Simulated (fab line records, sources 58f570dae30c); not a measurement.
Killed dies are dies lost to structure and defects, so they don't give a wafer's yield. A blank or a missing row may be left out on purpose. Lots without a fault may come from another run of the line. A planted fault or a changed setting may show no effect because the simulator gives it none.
Which tool did it? | flow berkeley_cmos170 | 15 lots, 45 wafers sampled, at 3 steps of a route of 331

WHAT THE GAUGES READ, wafer by wafer
UCB170_PLDD_TW_MEAS_11. Usual: PLDD_TW 1012, standard deviation 5.4.
lot  | measured     | on            | PLDD_TW        | flag
L247 | day 5 19:33  | film_metro-04 | 1013 1011 1013 |
L248 | day 6 06:34  | film_metro-02 | 1019 1016 1020 |
L249 | day 6 06:47  | film_metro-02 | 1012 1022 1016 |
L250 | day 6 17:31  | film_metro-04 | 1008 1005 1009 |
L251 | day 6 20:52  | film_metro-02 | 1022 1017 1014 |
L253 | day 7 08:32  | film_metro-03 | 1149 1151 1150 | OFF
L252 | day 7 08:32  | film_metro-04 | 1008 1009 1006 |
L255 | day 7 13:33  | film_metro-03 | 1153 1162 1151 | OFF
L254 | day 7 13:32  | film_metro-02 | 1014 1018 1021 |
L257 | day 8 16:53  | film_metro-02 | 1148 1150 1155 | OFF
L263 | day 9 07:52  | film_metro-04 | 999 1003 1005  |
L267 | day 10 08:44 | film_metro-04 | 1013 1020 1011 |
L266 | day 10 09:27 | film_metro-03 | 1013 1007 1005 |
L268 | day 10 09:43 | film_metro-02 | 1014 1016 1025 |
L270 | day 11 00:43 | film_metro-04 | 1010 1013 1010 |

UCB170_SDANNEAL_RS_MEAS_04: measures by four-point-probe. Usual: PLDD_RS 1032 ohm/sq, standard deviation 3.
lot  | measured     | on            | PLDD_RS (ohm/sq) | flag
L247 | day 6 08:53  | film_metro-03 | 1033 1034 1032   |
L248 | day 6 19:29  | film_metro-03 | 1033 1030 1030   |
L249 | day 6 20:02  | film_metro-02 | 1028 1030 1033   |
L250 | day 7 07:43  | film_metro-02 | 1036 1035 1034   |
L251 | day 7 08:40  | film_metro-02 | 1025 1028 1030   |
L253 | day 7 21:56  | film_metro-04 | 757 757 759      | OFF
L252 | day 7 22:50  | film_metro-02 | 1032 1031 1031   |
L255 | day 7 23:25  | film_metro-02 | 754 754 755      | OFF
L254 | day 7 23:15  | film_metro-03 | 1029 1028 1033   |
L257 | day 9 06:28  | film_metro-03 | 757 757 758      | OFF
L263 | day 9 21:28  | film_metro-04 | 1039 1034 1035   |
L267 | day 10 23:35 | film_metro-04 | 1034 1031 1033   |
L266 | day 10 23:40 | film_metro-03 | 1035 1033 1034   |
L268 | day 10 23:44 | film_metro-02 | 1024 1028 1024   |
L270 | day 11 15:52 | film_metro-04 | 1032 1030 1027   |

WHICH TOOL RAN EACH LOT (tool, then ch and the chambers of the sampled wafers, then the start)
lot  | UCB170_PLDD_IMPLANT_08
L247 | implanter-03 ch 0, day 5 19:10
L248 | implanter-02 ch 0, day 6 06:10
L249 | implanter-03 ch 0, day 6 06:23
L250 | implanter-02 ch 0, day 6 17:07
L251 | implanter-04 ch 0, day 6 20:29
L253 | implanter-03 ch 0, day 7 07:49
L252 | implanter-02 ch 0, day 7 08:09
L255 | implanter-04 ch 0, day 7 12:51
L254 | implanter-02 ch 0, day 7 13:10
L257 | implanter-03 ch 0, day 8 16:11
L263 | implanter-03 ch 0, day 9 07:29
L267 | implanter-03 ch 0, day 10 08:20
L266 | implanter-04 ch 0, day 10 09:04
L268 | implanter-03 ch 0, day 10 09:19
L270 | implanter-02 ch 0, day 11 00:20
- UCB170_PLDD_IMPLANT_08

WHAT THE TOOLS THEMSELVES READ (means of the sampled wafers that have a number; where no wafer has one, the mark that the record gives instead)
The record holds no such reading with a usual standard deviation.

THE ANSWER, worked out from the rows above alone
Rule: a lot is off if the mean of its wafers that have a number lies more than 3 standard deviations from the usual mean. A lot without any number at a reading at which 4 lots or more have one is off too. The other lots that the step has rows for count as sound. The gauges are gone through in route order, then the tools' own readings, and for those a lot's mean is taken as printed above. The first step at which some lot is off is used, and at that step the reading that is off furthest; a lot without a number counts as furthest.
Off: L253, L255, L257, at UCB170_PLDD_TW_MEAS_11 (PLDD_TW).
A tool fits if, at a process step before that reading, it ran every lot that is off, and no sound lot after the first of them. The gauges at UCB170_PLDD_TW_MEAS_11 are tried like those tools. None of those tried fits.

WHAT THE SIMULATOR HAD PUT IN
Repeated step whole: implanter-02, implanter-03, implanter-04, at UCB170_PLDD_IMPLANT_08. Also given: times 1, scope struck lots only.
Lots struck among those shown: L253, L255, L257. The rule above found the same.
